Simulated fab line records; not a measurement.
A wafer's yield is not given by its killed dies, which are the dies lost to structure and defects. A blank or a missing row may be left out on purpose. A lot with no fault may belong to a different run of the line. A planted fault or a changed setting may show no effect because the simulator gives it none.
fab line records || flow ritCmos
record {"lots": 14, "wafers": 42, "lastDay": 7}
route steps=202 shown PRETRO@72 M1@202
lots that met no fault: from a run of the same line without faults
startH: the number of hours between the record's first day and the start of the first shown wafer of the lot || waitH: time in hours since the lot's previous step || " identical to the entry in the row above || L1.1+2: several wafers, shown together as one row || - no value, or no start was given || * or withheld: withheld || < > ~ a bound
route shown NAME@n: names a module that has steps shown in the file, with the first one's number in the route || usual: average and standard deviation across the fault-free wafers || same: alike in all rows || chamber/n: place in a boat || sites: the reading at each site || _std_site: their standard deviation || _edge_site: the outer-site mean with the inner-site mean subtracted || radiusMm: for every site, how far away it sits from the centre of the wafer || mask NAME#n: copy n || behind: tool/chamber where the wafer was last shaped || hold: the reason the lot was held/the length of the hold in hours/how it ended || device: transistor that didn't switch, given as n, p or np || end of line: tests run on the same wafers once the route is complete || a step with no rows: only its recipe || killed: not the wafer's yield, but the dies lost to structure and defects at the first sort || map: per-die view of a wafer (x killed, . not killed, _ where there is no die)
set.NAME: the setting the step ran with; set.NAME@STEP: the setting that earlier step ran with || model.NAME: the simulator's own value behind a step, which no gauge read
one table for each step of the route and one row for each wafer, over a sample of lots
services: a tool's chamber out of use, with start hour (startH, from the record's first day; less than 0 if before it), hours out, and reason
## steps
# step RIT_PRETRO_IMPLANT_08
# recipe {"species": "B", "energyKev": 45, "doseCm2": 1.2e+13, "tiltDeg": 7}
# usual {"beamOnS": "10.01/0.23", "endStationPressureTorr": "5.04e-06/2.6e-07", "tiltDeg": "7.009/0.02"}
{"lot.wafer": "L356.3", "tool": "implanter-02", "chamber": 0, "startH": 30.75, "waitH": 0.2, "beamOnS": 9.81, "endStationPressureTorr": 4.56e-06, "tiltDeg": 7.006}
{"lot.wafer": "L356.4", "tool": "implanter-02", "chamber": 0, "startH": 30.75, "waitH": 0.2, "beamOnS": 10.37, "endStationPressureTorr": 5.13e-06, "tiltDeg": 6.998}
{"lot.wafer": "L356.6", "tool": "implanter-02", "chamber": 0, "startH": 30.75, "waitH": 0.2, "beamOnS": 10.08, "endStationPressureTorr": 5.78e-06, "tiltDeg": 6.998}
{"lot.wafer": "L357.4", "tool": "implanter-01", "chamber": 0, "startH": 37.14, "waitH": 0.2, "beamOnS": 9.87, "endStationPressureTorr": 4.66e-06, "tiltDeg": 6.951}
{"lot.wafer": "L357.5", "tool": "implanter-01", "chamber": 0, "startH": 37.14, "waitH": 0.2, "beamOnS": 10.21, "endStationPressureTorr": 4.55e-06, "tiltDeg": 6.955}
{"lot.wafer": "L357.6", "tool": "implanter-01", "chamber": 0, "startH": 37.14, "waitH": 0.2, "beamOnS": 10.19, "endStationPressureTorr": 4.91e-06, "tiltDeg": 6.967}
{"lot.wafer": "L358.1", "tool": "implanter-01", "chamber": 0, "startH": 41.33, "waitH": 0.2, "beamOnS": 10.01, "endStationPressureTorr": 4.89e-06, "tiltDeg": 7.020}
{"lot.wafer": "L358.2", "tool": "implanter-01", "chamber": 0, "startH": 41.33, "waitH": 0.2, "beamOnS": 9.88, "endStationPressureTorr": 5.25e-06, "tiltDeg": 7.022}
{"lot.wafer": "L358.3", "tool": "implanter-01", "chamber": 0, "startH": 41.33, "waitH": 0.2, "beamOnS": 10.03, "endStationPressureTorr": 4.94e-06, "tiltDeg": 7.012}
{"lot.wafer": "L359.3", "tool": "implanter-01", "chamber": 0, "startH": 47.83, "waitH": 0.2, "beamOnS": 9.86, "endStationPressureTorr": 4.96e-06, "tiltDeg": 4.485}
{"lot.wafer": "L359.4", "tool": "implanter-01", "chamber": 0, "startH": 47.83, "waitH": 0.2, "beamOnS": 10.32, "endStationPressureTorr": 4.65e-06, "tiltDeg": 4.507}
{"lot.wafer": "L359.5", "tool": "implanter-01", "chamber": 0, "startH": 47.83, "waitH": 0.2, "beamOnS": 10.28, "endStationPressureTorr": 4.83e-06, "tiltDeg": 4.494}
{"lot.wafer": "L360.1", "tool": "implanter-01", "chamber": 0, "startH": 51.45, "waitH": 0.2, "beamOnS": 10.09, "endStationPressureTorr": 4.82e-06, "tiltDeg": 4.473}
{"lot.wafer": "L360.4", "tool": "implanter-01", "chamber": 0, "startH": 51.45, "waitH": 0.2, "beamOnS": 9.69, "endStationPressureTorr": 5.17e-06, "tiltDeg": 4.462}
{"lot.wafer": "L360.6", "tool": "implanter-01", "chamber": 0, "startH": 51.45, "waitH": 0.2, "beamOnS": 10.14, "endStationPressureTorr": 5.06e-06, "tiltDeg": 4.470}
{"lot.wafer": "L362.1", "tool": "implanter-01", "chamber": 0, "startH": 60.64, "waitH": 0.2, "beamOnS": 9.94, "endStationPressureTorr": 4.66e-06, "tiltDeg": 4.489}
{"lot.wafer": "L362.2", "tool": "implanter-01", "chamber": 0, "startH": 60.64, "waitH": 0.2, "beamOnS": 10.26, "endStationPressureTorr": 5.27e-06, "tiltDeg": 4.525}
{"lot.wafer": "L362.6", "tool": "implanter-01", "chamber": 0, "startH": 60.64, "waitH": 0.2, "beamOnS": 10.19, "endStationPressureTorr": 5.04e-06, "tiltDeg": 4.525}
{"lot.wafer": "L370.3", "tool": "implanter-02", "chamber": 0, "startH": 101.85, "waitH": 0.2, "beamOnS": 9.92, "endStationPressureTorr": 4.69e-06, "tiltDeg": 7.004}
{"lot.wafer": "L370.5", "tool": "implanter-02", "chamber": 0, "startH": 101.85, "waitH": 0.2, "beamOnS": 9.88, "endStationPressureTorr": 5.07e-06, "tiltDeg": 6.984}
{"lot.wafer": "L370.6", "tool": "implanter-02", "chamber": 0, "startH": 101.85, "waitH": 0.2, "beamOnS": 9.94, "endStationPressureTorr": 4.71e-06, "tiltDeg": 6.990}
{"lot.wafer": "L373.2", "tool": "implanter-02", "chamber": 0, "startH": 116.18, "waitH": 0.2, "beamOnS": 10.18, "endStationPressureTorr": 5.13e-06, "tiltDeg": 7.002}
{"lot.wafer": "L373.5", "tool": "implanter-02", "chamber": 0, "startH": 116.18, "waitH": 0.2, "beamOnS": 9.76, "endStationPressureTorr": 4.69e-06, "tiltDeg": 6.995}
{"lot.wafer": "L373.6", "tool": "implanter-02", "chamber": 0, "startH": 116.18, "waitH": 0.2, "beamOnS": 10.02, "endStationPressureTorr": 5.2e-06, "tiltDeg": 6.985}
{"lot.wafer": "L374.3", "tool": "implanter-02", "chamber": 0, "startH": 121.98, "waitH": 0.2, "beamOnS": 9.65, "endStationPressureTorr": 5.15e-06, "tiltDeg": 6.974}
{"lot.wafer": "L374.5", "tool": "implanter-02", "chamber": 0, "startH": 121.98, "waitH": 0.2, "beamOnS": 9.68, "endStationPressureTorr": 5.43e-06, "tiltDeg": 7.018}
{"lot.wafer": "L374.6", "tool": "implanter-02", "chamber": 0, "startH": 121.98, "waitH": 0.2, "beamOnS": 10.25, "endStationPressureTorr": 4.99e-06, "tiltDeg": 6.989}
{"lot.wafer": "L375.1", "tool": "implanter-01", "chamber": 0, "startH": 126.51, "waitH": 0.2, "beamOnS": 9.77, "endStationPressureTorr": 5.16e-06, "tiltDeg": 7.026}
{"lot.wafer": "L375.4", "tool": "implanter-01", "chamber": 0, "startH": 126.51, "waitH": 0.2, "beamOnS": 10.03, "endStationPressureTorr": 5.48e-06, "tiltDeg": 7.007}
{"lot.wafer": "L375.6", "tool": "implanter-01", "chamber": 0, "startH": 126.51, "waitH": 0.2, "beamOnS": 9.75, "endStationPressureTorr": 4.94e-06, "tiltDeg": 6.999}
{"lot.wafer": "L376.2", "tool": "implanter-04", "chamber": 0, "startH": 131.66, "waitH": 0.2, "beamOnS": 9.88, "endStationPressureTorr": 5.26e-06, "tiltDeg": 7.021}
{"lot.wafer": "L376.3", "tool": "implanter-04", "chamber": 0, "startH": 131.66, "waitH": 0.2, "beamOnS": 10.10, "endStationPressureTorr": 5.41e-06, "tiltDeg": 7.019}
{"lot.wafer": "L376.5", "tool": "implanter-04", "chamber": 0, "startH": 131.66, "waitH": 0.2, "beamOnS": 9.79, "endStationPressureTorr": 5.06e-06, "tiltDeg": 7.012}
{"lot.wafer": "L377.2", "tool": "implanter-01", "chamber": 0, "startH": 136.64, "waitH": 0.2, "beamOnS": 9.81, "endStationPressureTorr": 5.05e-06, "tiltDeg": 7.016}
{"lot.wafer": "L377.3", "tool": "implanter-01", "chamber": 0, "startH": 136.64, "waitH": 0.2, "beamOnS": 9.81, "endStationPressureTorr": 4.97e-06, "tiltDeg": 7.011}
{"lot.wafer": "L377.6", "tool": "implanter-01", "chamber": 0, "startH": 136.64, "waitH": 0.2, "beamOnS": 10.12, "endStationPressureTorr": 4.9e-06, "tiltDeg": 7.015}
{"lot.wafer": "L378.1", "tool": "implanter-04", "chamber": 0, "startH": 141.57, "waitH": 0.2, "beamOnS": 10.55, "endStationPressureTorr": 4.99e-06, "tiltDeg": 7.013}
{"lot.wafer": "L378.3", "tool": "implanter-04", "chamber": 0, "startH": 141.57, "waitH": 0.2, "beamOnS": 10.15, "endStationPressureTorr": 5.34e-06, "tiltDeg": 7.008}
{"lot.wafer": "L378.4", "tool": "implanter-04", "chamber": 0, "startH": 141.57, "waitH": 0.2, "beamOnS": 9.80, "endStationPressureTorr": 5.19e-06, "tiltDeg": 7.024}
{"lot.wafer": "L379.1", "tool": "implanter-04", "chamber": 0, "startH": 145.72, "waitH": 0.2, "beamOnS": 9.59, "endStationPressureTorr": 4.45e-06, "tiltDeg": 7.039}
{"lot.wafer": "L379.2", "tool": "implanter-04", "chamber": 0, "startH": 145.72, "waitH": 0.2, "beamOnS": 9.72, "endStationPressureTorr": 4.57e-06, "tiltDeg": 7.023}
{"lot.wafer": "L379.3", "tool": "implanter-04", "chamber": 0, "startH": 145.72, "waitH": 0.2, "beamOnS": 9.98, "endStationPressureTorr": 4.92e-06, "tiltDeg": 7.002}
# step RIT_M1_PROBE_99
# usual {"killedAtContacts": "0.1/0.36", "killedAtFrontEnd": "7/3.4", "killedDies": "7/3.4", "killedOpen": "3.3/2", "killedShort": "3.8/2.4"}
# same {"grossDies": 264, "killed_at_M0_to_M3": 0, "killed_at_M4_up": 0, "killedAtBackSide": 0, "killedAtOther": 0}
{"lot.wafer": "L362.1", "tool": "prober-02", "chamber": "-", "startH": 86.04, "waitH": 0.1, "killedAtContacts": 0, "killedAtFrontEnd": 6, "killedDies": 6, "killedOpen": 4, "killedShort": 2}
{"lot.wafer": "L362.2", "tool": "prober-02", "chamber": "-", "startH": 86.09, "waitH": 0.1, "killedAtContacts": 0, "killedAtFrontEnd": 5, "killedDies": 5, "killedOpen": 2, "killedShort": 3}
{"lot.wafer": "L362.6", "tool": "prober-02", "chamber": "-", "startH": 86.29, "waitH": 0.2, "killedAtContacts": 0, "killedAtFrontEnd": 8, "killedDies": 8, "killedOpen": 5, "killedShort": 3}
{"lot.wafer": "L375.1", "tool": "prober-01", "chamber": "-", "startH": 153.44, "waitH": 0.1, "killedAtContacts": 0, "killedAtFrontEnd": 11, "killedDies": 11, "killedOpen": 6, "killedShort": 5}
{"lot.wafer": "L375.4", "tool": "prober-01", "chamber": "-", "startH": 153.59, "waitH": 0.2, "killedAtContacts": 0, "killedAtFrontEnd": 8, "killedDies": 8, "killedOpen": 2, "killedShort": 6}
{"lot.wafer": "L375.6", "tool": "prober-01", "chamber": "-", "startH": 153.69, "waitH": 0.2, "killedAtContacts": 0, "killedAtFrontEnd": 6, "killedDies": 6, "killedOpen": 2, "killedShort": 4}
# killed by level:class
L362.1 FOX1:geometricParticle:open=3 FOX1:geometricParticle:short=1 GATE:geometricParticle:short=1 REOX:geometricParticle:open=1
L362.2 REOX:geometricParticle:short=2 GATE:geometricParticle:short=1 REOX:geometricParticle:open=1 SPACER:geometricParticle:open=1
L362.6 FOX2:geometricParticle:open=2 GATE:geometricParticle:open=2 SPACER:geometricParticle:short=2 GATE:geometricParticle:short=1 REOX:geometricParticle:open=1
L375.1 GATE:geometricParticle:short=3 GATE:geometricParticle:open=3 FOX1:geometricParticle:open=2 FOX1:geometricParticle:short=1 SILICIDE:geometricParticle:short=1 SILICIDE:geometricParticle:open=1
L375.4 GATE:geometricParticle:short=4 FOX1:geometricParticle:open=2 REOX:geometricParticle:short=2
L375.6 GATE:geometricParticle:short=2 GATE:geometricParticle:open=2 REOX:geometricParticle:short=2
## services
{"tool": "implanter-04", "chamber": "-", "startH": 36.36, "hours": 5.0, "kind": "pm"}
{"tool": "implanter-01", "chamber": "-", "startH": 43.19, "hours": 1.0, "kind": "repair"}
{"tool": "implanter-02", "chamber": "-", "startH": 47.09, "hours": 17.3, "kind": "pm"}
{"tool": "implanter-04", "chamber": "-", "startH": 66.91, "hours": 3.5, "kind": "repair"}
{"tool": "implanter-04", "chamber": "-", "startH": 124.40, "hours": 3.7, "kind": "repair"}
## key
firstSign {"step": "RIT_PRETRO_IMPLANT_08", "reading": "tiltDeg", "direction": "down", "sigmas": "99+", "usual": 7.009, "struck": 4.492}
effect none on later readings
metAt RIT_PRETRO_IMPLANT_08
struckLots L359,L360,L362
testerLeftOut L359,L360,L362
onsetBetween 41.33 47.83
fault {"kind": "processParameterDrift", "tool": "implanter-01", "chamber": "-", "onsetH": 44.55, "steps": "RIT_PRETRO_IMPLANT_08", "channel": "tiltDeg", "offset": -2.5268, "shape": "step", "endH": 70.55, "actsIn": "theseRecipesOnly", "stated": 7}
# testerLeftOut: of these lots the tester's yield and bins aren't shown, on N5 and GAA mostly nor the transistor test; their killed dies are dies lost to structure and defects alone, not to doping, threshold or leakage, so they don't give the yield
